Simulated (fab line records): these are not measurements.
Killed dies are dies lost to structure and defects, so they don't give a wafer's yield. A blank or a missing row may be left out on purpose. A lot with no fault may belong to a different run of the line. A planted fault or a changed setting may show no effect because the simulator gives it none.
The tool behind it: which one? | flow rit_cmos | 14 lots, 42 wafers sampled, at 2 steps of a route of 202

## WHAT THE GAUGES SHOWED, per wafer
RIT_PRETRO_TW_MEAS_10. Usual: PRETRO_TW gives 471 (standard deviation 4.5).
lot  | measured    | on            | PRETRO_TW   | flag
L461 | day 2 13:56 | film_metro-02 | 475 475 478 |
L462 | day 2 19:08 | film_metro-01 | 468 471 468 |
L463 | day 3 05:04 | film_metro-02 | 473 476 477 |
L466 | day 3 19:43 | film_metro-01 | 465 464 467 |
L467 | day 3 23:18 | film_metro-01 | 468 465 465 |
L470 | day 4 13:37 | film_metro-01 | 467 463 464 |
L472 | day 5 00:29 | film_metro-01 | 414 413 412 | OFF
L473 | day 5 05:07 | film_metro-02 | 419 419 419 | OFF
L474 | day 5 11:03 | film_metro-02 | 474 476 476 |
L475 | day 5 13:46 | film_metro-01 | 467 465 467 |
L479 | day 6 17:09 | film_metro-01 | 468 469 467 |
L480 | day 6 23:08 | film_metro-02 | 478 476 478 |
L482 | day 7 10:37 | film_metro-01 | 463 463 467 |
L483 | day 7 15:48 | film_metro-01 | 468 464 465 |

## WHAT TOOL EACH LOT RAN ON (gives the tool, then ch and the chambers of the sampled wafers, and finally the start)
lot  | RIT_PRETRO_IMPLANT_08
L461 | implanter-03 ch 0, day 2 13:37
L462 | implanter-01 ch 0, day 2 18:50
L463 | implanter-04 ch 0, day 3 04:46
L466 | implanter-03 ch 0, day 3 19:26
L467 | implanter-03 ch 0, day 3 22:59
L470 | implanter-04 ch 0, day 4 13:19
L472 | implanter-03 ch 0, day 5 00:11
L473 | implanter-03 ch 0, day 5 04:47
L474 | implanter-01 ch 0, day 5 10:46
L475 | implanter-01 ch 0, day 5 13:26
L479 | implanter-04 ch 0, day 6 16:52
L480 | implanter-01 ch 0, day 6 22:49
L482 | implanter-01 ch 0, day 7 10:19
L483 | implanter-01 ch 0, day 7 15:29
- RIT_PRETRO_IMPLANT_08

## WHAT THE TOOLS THEMSELVES READ (means of the sampled wafers that have a number; where no wafer has one, the mark that the record gives instead)
RIT_PRETRO_IMPLANT_08. Usual: dose_ions_cm2 1.2003e+13, standard deviation 1.2e+10; faraday_current_uA 38.1, standard deviation 0.76.
lot  | tool         | dose_ions_cm2 | faraday_current_uA | flag
L461 | implanter-03 | 1.2000e+13    | 37.6               |
L462 | implanter-01 | 1.2010e+13    | 38.5               |
L463 | implanter-04 | 1.2006e+13    | 38.6               |
L466 | implanter-03 | 1.2018e+13    | 38.4               |
L467 | implanter-03 | 1.2016e+13    | 38.0               |
L470 | implanter-04 | 1.2001e+13    | 38.8               |
L472 | implanter-03 | 8.0520e+12    | 25.6               | OFF
L473 | implanter-03 | 8.0407e+12    | 25.0               | OFF
L474 | implanter-01 | 1.2001e+13    | 38.9               |
L475 | implanter-01 | 1.1994e+13    | 38.6               |
L479 | implanter-04 | 1.1990e+13    | 38.9               |
L480 | implanter-01 | 1.2009e+13    | 38.6               |
L482 | implanter-01 | 1.2012e+13    | 38.2               |
L483 | implanter-01 | 1.1991e+13    | 38.5               |

## THE ANSWER, worked out from the rows above alone
Rule: take the mean of a lot's wafers that have a number; if it is more than 3 standard deviations from the usual mean, the lot is off. A lot without any number at a reading at which 4 lots or more have one is off too. Any other lot the step has rows for is counted as sound. First the gauges in route order, then the tools' own readings, where a lot's mean is used as printed above. The first step at which some lot is off is used, and at that step the reading that is off furthest; a lot without a number counts as furthest.
Off: at RIT_PRETRO_TW_MEAS_10 (PRETRO_TW), L472, L473.
A tool fits if, at a process step before that reading, it ran every lot that is off, and no sound lot after the first of them. Not tried: the gauges at RIT_PRETRO_TW_MEAS_10; whatever is off there is also off at RIT_PRETRO_IMPLANT_08, on other tools, and gauge error can't account for it. One candidate fits, namely implanter-03 at RIT_PRETRO_IMPLANT_08. Its last sound lot is L467 (day 3 22:59), its first lot that is off L472 (day 5 00:11): a fault that began between those two fits.
The tool's own readings at RIT_PRETRO_IMPLANT_08 bear it out: on the lots that are off they differ by more than 5 times the standard deviation of the sound lots' means. dose_ions_cm2 reads 8.0464e+12 there against 1.2004e+13 on the sound lots; faraday_current_uA reads 25.3 there against 38.5 on the sound lots.

## WHAT THE SIMULATOR PUT IN
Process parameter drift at RIT_PRETRO_IMPLANT_08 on implanter-03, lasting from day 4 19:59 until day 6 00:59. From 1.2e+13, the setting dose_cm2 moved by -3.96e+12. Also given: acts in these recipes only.
Lots struck among those shown: L472, L473. Same finding as the rule above.
